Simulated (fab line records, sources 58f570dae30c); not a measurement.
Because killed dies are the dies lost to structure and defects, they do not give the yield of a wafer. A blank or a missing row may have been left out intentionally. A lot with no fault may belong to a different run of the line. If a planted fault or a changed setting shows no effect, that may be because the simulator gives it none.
Which tool was responsible? :: flow berkeley_cmos170 :: Sampling: 6 lots, 18 wafers, 3 of 331 route steps

## WHAT THE GAUGES SHOWED, per wafer
UCB170_GATE_THK_MEAS_02.
lot: L448
measured: day 6 09:31
on: film_metro-03
GATE_OXIDE_THK (nm): 6.60 6.66 6.59

lot: L450
measured: day 6 22:25
on: film_metro-04
GATE_OXIDE_THK (nm): 7.92 8.25 8.18 7.96 8.19 8.22

lot: L452
measured: day 6 22:25
on: film_metro-01
GATE_OXIDE_THK (nm): 7.58 6.86 6.75 7.57 6.88 6.80

lot: L465
measured: day 9 09:45
on: film_metro-01
GATE_OXIDE_THK (nm): 6.65 6.58 6.60

lot: L467
measured: day 10 01:48
on: film_metro-01
GATE_OXIDE_THK (nm): 6.64 6.62 6.67

lot: L469
measured: day 10 20:31
on: film_metro-01
GATE_OXIDE_THK (nm): 6.50 6.47 6.42

## WHICH TOOL RAN EACH LOT (tool, then ch and the chambers of the sampled wafers, then the start)
lot: L448
UCB170_NWELL_ETCH_13: rie_diel-03 ch 0,1,2, day 2 14:46
UCB170_GATE_OXIDATION_01: furnace-04 ch 0, day 6 07:59

lot: L450
UCB170_NWELL_ETCH_13: rie_diel-02 ch 0,1,3, day 2 23:23
UCB170_GATE_OXIDATION_01: furnace-04 ch 0, day 6 20:55

lot: L452
UCB170_NWELL_ETCH_13: rie_diel-01 ch 0,1,3, day 3 03:10
UCB170_GATE_OXIDATION_01: furnace-04 ch 0, day 6 20:55

lot: L465
UCB170_NWELL_ETCH_13: rie_diel-02 ch 1,3, day 6 05:28
UCB170_GATE_OXIDATION_01: furnace-03 ch 0, day 9 08:15

lot: L467
UCB170_NWELL_ETCH_13: rie_diel-01 ch 0,3, day 6 14:23
UCB170_GATE_OXIDATION_01: furnace-01 ch 0, day 10 00:17

lot: L469
UCB170_NWELL_ETCH_13: rie_diel-01 ch 2,3, day 6 23:56
UCB170_GATE_OXIDATION_01: furnace-04 ch 0, day 10 19:01
- UCB170_NWELL_ETCH_13: etches Si3N4 in CH3F/Ar/O2, stops on SiO2, target depth 246.4 nm, time 154 s.
- UCB170_GATE_OXIDATION_01: target thk 6.6 nm, ox time 1800 s.

## THE ANSWER, worked out from the rows above alone
Rule: the lots themselves supply what counts as usual. Put in order of their means at a reading, lots are off if they are a third of the lots or fewer, leave a main group of 4 or more, and stand apart from it by a gap of 3 or more times the standard deviation of the main group's means; of several such gaps the widest counts. If all means in a main group match to the digits the tables above print for the reading, that group is not used. A lot without any number at a reading at which 4 lots or more have one is off too. Where the step has rows for the other lots, those lots are counted as sound.
Off: L450, L452, at UCB170_GATE_THK_MEAS_02 (GATE_OXIDE_THK). The main group: mean 6.58 nm, standard deviation 0.07.
A tool fits if, at a process step before that reading, it ran every lot that is off, and no sound lot after the first of them. Gauges at UCB170_GATE_THK_MEAS_02: tried the same way as those tools. Of those tried, none fits.

## WHAT WAS PUT IN BY THE SIMULATOR
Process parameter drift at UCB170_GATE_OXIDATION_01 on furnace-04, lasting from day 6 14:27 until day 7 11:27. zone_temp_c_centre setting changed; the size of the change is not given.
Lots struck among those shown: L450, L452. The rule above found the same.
